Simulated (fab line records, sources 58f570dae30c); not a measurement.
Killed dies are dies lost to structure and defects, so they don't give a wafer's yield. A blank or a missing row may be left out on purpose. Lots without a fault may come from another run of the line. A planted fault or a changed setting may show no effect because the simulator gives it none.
Problem report in the 8D (eight disciplines) form, filled by code | flow berkeley_cmos170 | the parts of the form that need people (team, actions taken, sign-off) are left out

1. THE PROBLEM
cd_nm at UCB170_M2_CD_MEAS_90 reads a mean of 684.9 nm on 3 wafers of 2 lots; wafers without a fault read 699.8 nm with a standard deviation of 2.1. That is -7.1 standard deviations from the usual mean.
The step: target cd 700 nm.
First seen on wafer L145.2, day 10 04:20, on cd_sem-02. The record holds 42 wafers of 14 lots with a number at this step. Rule for "out", or "out of limits": more than 4 standard deviations from the usual mean. The other wafers with a number count as sound.

2. WHAT IT IS AND WHAT IT IS NOT
question                    | is                     | is not
which readings at this step | cd_nm                  | -
which lots                  | L145, L149             | L139, L140, L144, L151, L152, L156, L157, L158, L159, L160, L161, L162
which wafers of those lots  | L145.2, L149.1, L149.6 | L145.1, L145.5, L149.2
read on which gauges        | cd_sem-01, cd_sem-02   | -
when                        | from day 10 04:20      | up to then (11 sound wafers); but 28 sound wafers of L149, L151, L152, L156, L157, L158, L159, L160, L161, L162 came after

3. SUSPECTS, AND WHAT RULES EACH OUT
Counting: a tool at a process step up to the reading stays a suspect if it ran every lot that is out. Sound lots after the first of them don't rule it out here, since some wafers of a struck lot are sound.
- the gauge at UCB170_M2_CD_MEAS_90: ruled out. The wafers that are out were read on 2 gauges (cd_sem-01, cd_sem-02).
- rie_metal-03 at UCB170_M2_METAL_ETCH_18 (etches Al in Cl2/BCl3, stops on SiO2, target depth 1170 nm, time 195 s): kept. It ran every lot that is out, first L145 (day 10 04:03); its last sound lot up to then is L144 (day 9 22:35).
- plasma_asher-04 at UCB170_M2_STRIP_19 (strips in O2): kept. It ran every lot that is out, first L145 (day 10 04:14); its last sound lot up to then is L144 (day 9 22:47). Its own readings are out on those wafers: oes_product_au.
- Within rie_metal-03 at UCB170_M2_METAL_ETCH_18: the wafers that are out ran in chamber 0; their sound lot-mates ran in chamber 1.
- Within plasma_asher-04 at UCB170_M2_STRIP_19: the wafers that are out ran in chamber 0; their sound lot-mates ran in chamber 1.
Left after counting: rie_metal-03 at UCB170_M2_METAL_ETCH_18, plasma_asher-04 at UCB170_M2_STRIP_19.

4. THE CAUSE (what the simulator had put in)
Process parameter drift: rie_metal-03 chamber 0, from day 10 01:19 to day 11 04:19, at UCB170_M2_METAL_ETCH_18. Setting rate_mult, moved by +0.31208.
Counting left 2 suspects, and this tool is among them.

5. THE CHAIN OF EFFECTS, in route order
Each row: a reading whose mean over the struck wafers that have a number lies more than 3 standard deviations from the usual. Only readings for which the record gives a usual standard deviation are gone through. hours: the time from each lot's start at the first step in this table that gives one to its start at this step, as a median over the lots. sigmas: the change in usual standard deviations.
hours | step                 | reading        | usual      | on struck wafers | change | sigmas
0     | UCB170_M2_STRIP_19   | oes_product_au | 0.546 a.u. | 0.317            | -0.229 | -27
0     | UCB170_M2_CD_MEAS_90 | cd_nm          | 699.8 nm   | 684.9            | -14.9  | -7.1
The process steps in it:
- UCB170_M2_STRIP_19: strips in O2.

6. WHAT WOULD HAVE CAUGHT IT SOONER
In this record the first reading out of limits at a measuring or inspecting step was taken at day 10 04:20, 3 hours after the fault began at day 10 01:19.
Of the tool readings at UCB170_M2_METAL_ETCH_18 for which the record gives a usual standard deviation, none was out on any struck wafer, so an alarm limit of 4 standard deviations on them would not have fired.
Of the lots that are out (2), L149 began UCB170_M2_METAL_ETCH_18 on rie_metal-03 after day 10 04:20. A hold on the tool at that time would have spared it.
